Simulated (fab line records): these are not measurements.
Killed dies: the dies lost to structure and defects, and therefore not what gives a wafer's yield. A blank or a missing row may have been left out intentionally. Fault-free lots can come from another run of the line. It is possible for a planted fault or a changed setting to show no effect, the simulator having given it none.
Which tool is to blame? + flow berkeleyCmos170 + 21 wafers sampled from 7 lots at 1 step of a route of 331

== WHAT THE GAUGES READ, wafer by wafer ==
UCB170_SILICIDE_RS_MEAS_02: uses a four-point probe to measure.
| lot  | measured     | on           | SILICIDE_TI_RS (ohm/sq) |
|------|--------------|--------------|-------------------------|
| L139 | day 8 05:20  | filmMetro-04 | 26.7 26.5 26.7          |
| L144 | day 8 17:53  | filmMetro-04 | 26.6 26.7 26.5          |
| L143 | day 8 18:25  | filmMetro-01 | 25.6 25.8 25.5          |
| L147 | day 9 11:33  | filmMetro-04 | 26.6 25.9 26.1          |
| L150 | day 10 08:29 | filmMetro-03 | 25.9 26.1 26.0          |
| L156 | day 11 00:11 | filmMetro-03 | 26.5 26.9 26.6          |
| L161 | day 12 07:52 | filmMetro-04 | 26.2 26.2 26.2          |

== TOOL THAT RAN EACH LOT (tool first, then ch and the chambers of the sampled wafers, then the start) ==
There is no process step in the record ahead of these readings.

== THE ANSWER, worked out from the rows above alone ==
Rule: usual is defined by the lots themselves. Put in order of their means at a reading, lots are off if they are a third of the lots or fewer, leave a main group of 4 or more, and stand apart from it by a gap of 3 or more times the standard deviation of the main group's means; of several such gaps the widest counts. A main group is skipped when, at the precision printed for the reading in the tables above, its means are all equal. Also off: a lot with no number at a reading for which 4 or more lots have one. Any other lot the step has rows for is counted as sound.
None of the lots is off at any reading shown; this tells nothing.

== WHAT HAD BEEN PUT IN BY THE SIMULATOR ==
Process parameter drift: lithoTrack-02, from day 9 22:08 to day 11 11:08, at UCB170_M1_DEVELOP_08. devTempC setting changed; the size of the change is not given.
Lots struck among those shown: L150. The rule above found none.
